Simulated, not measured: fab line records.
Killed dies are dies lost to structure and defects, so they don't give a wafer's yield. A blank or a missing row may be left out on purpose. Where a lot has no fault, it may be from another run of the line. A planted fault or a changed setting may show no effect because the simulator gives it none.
What tool caused it? || flow rit_cmos || 7 lots, 21 wafers sampled, at 2 steps of a route of 202

## WHAT EACH GAUGE READ, for each wafer
RIT_ACTIVE_THK_MEAS_02.
{"lot": "L644", "measured": "day 1 19:03", "on": "film_metro-02", "ACTIVE_OXIDE_THK (nm)": "46.8 46.8 47.1"}
{"lot": "L647", "measured": "day 2 09:01", "on": "film_metro-02", "ACTIVE_OXIDE_THK (nm)": "45.6 46.7 45.6"}
{"lot": "L649", "measured": "day 2 18:10", "on": "film_metro-01", "ACTIVE_OXIDE_THK (nm)": "48.7 48.5 49.4"}
{"lot": "L653", "measured": "day 3 14:05", "on": "film_metro-02", "ACTIVE_OXIDE_THK (nm)": "48.2 48.4 48.1"}
{"lot": "L655", "measured": "day 4 00:03", "on": "film_metro-04", "ACTIVE_OXIDE_THK (nm)": "32.3 32.2 32.0"}
{"lot": "L657", "measured": "day 4 10:14", "on": "film_metro-04", "ACTIVE_OXIDE_THK (nm)": "47.9 47.4 48.2"}
{"lot": "L661", "measured": "day 5 06:04", "on": "film_metro-04", "ACTIVE_OXIDE_THK (nm)": "34.0 34.2 33.1"}

## WHAT TOOL EACH LOT RAN ON (gives the tool, then ch and the chambers of the sampled wafers, and finally the start)
{"lot": "L644", "RIT_ACTIVE_OXIDATION_01": "furnace-03 ch 0, day 1 17:06"}
{"lot": "L647", "RIT_ACTIVE_OXIDATION_01": "furnace-01 ch 0, day 2 07:05"}
{"lot": "L649", "RIT_ACTIVE_OXIDATION_01": "furnace-03 ch 0, day 2 16:14"}
{"lot": "L653", "RIT_ACTIVE_OXIDATION_01": "furnace-03 ch 0, day 3 12:09"}
{"lot": "L655", "RIT_ACTIVE_OXIDATION_01": "furnace-03 ch 0, day 3 22:07"}
{"lot": "L657", "RIT_ACTIVE_OXIDATION_01": "furnace-04 ch 0, day 4 08:18"}
{"lot": "L661", "RIT_ACTIVE_OXIDATION_01": "furnace-03 ch 0, day 5 04:07"}
- RIT_ACTIVE_OXIDATION_01: target thk 46.8 nm, ox time 3360 s.

## THE ANSWER, worked out from the rows above alone
Rule: the lots themselves supply what counts as usual. Put in order of their means at a reading, lots are off if they are a third of the lots or fewer, leave a main group of 4 or more, and stand apart from it by a gap of 3 or more times the standard deviation of the main group's means; of several such gaps the widest counts. If all means in a main group match to the digits the tables above print for the reading, that group is not used. A lot without any number at a reading at which 4 lots or more have one is off too. Any other lot the step has rows for is counted as sound.
Off: L655, L661, at RIT_ACTIVE_THK_MEAS_02 (ACTIVE_OXIDE_THK). Main group: mean 47.6 nm, sd 1.
A tool fits if, at a process step before that reading, it ran every lot that is off, and no sound lot after the first of them. The gauges at RIT_ACTIVE_THK_MEAS_02 are tried like those tools. One fits: RIT_ACTIVE_OXIDATION_01 on furnace-03. A fault onset in the window from L653 (day 3 12:09, its last sound lot) to L655 (day 3 22:07, its first lot off) fits.

## WHAT THE SIMULATOR HAD PUT IN
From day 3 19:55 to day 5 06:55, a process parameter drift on furnace-03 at RIT_ACTIVE_OXIDATION_01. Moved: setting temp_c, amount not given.
Struck lots among those shown: L655, L661. The rule above reached the same finding.
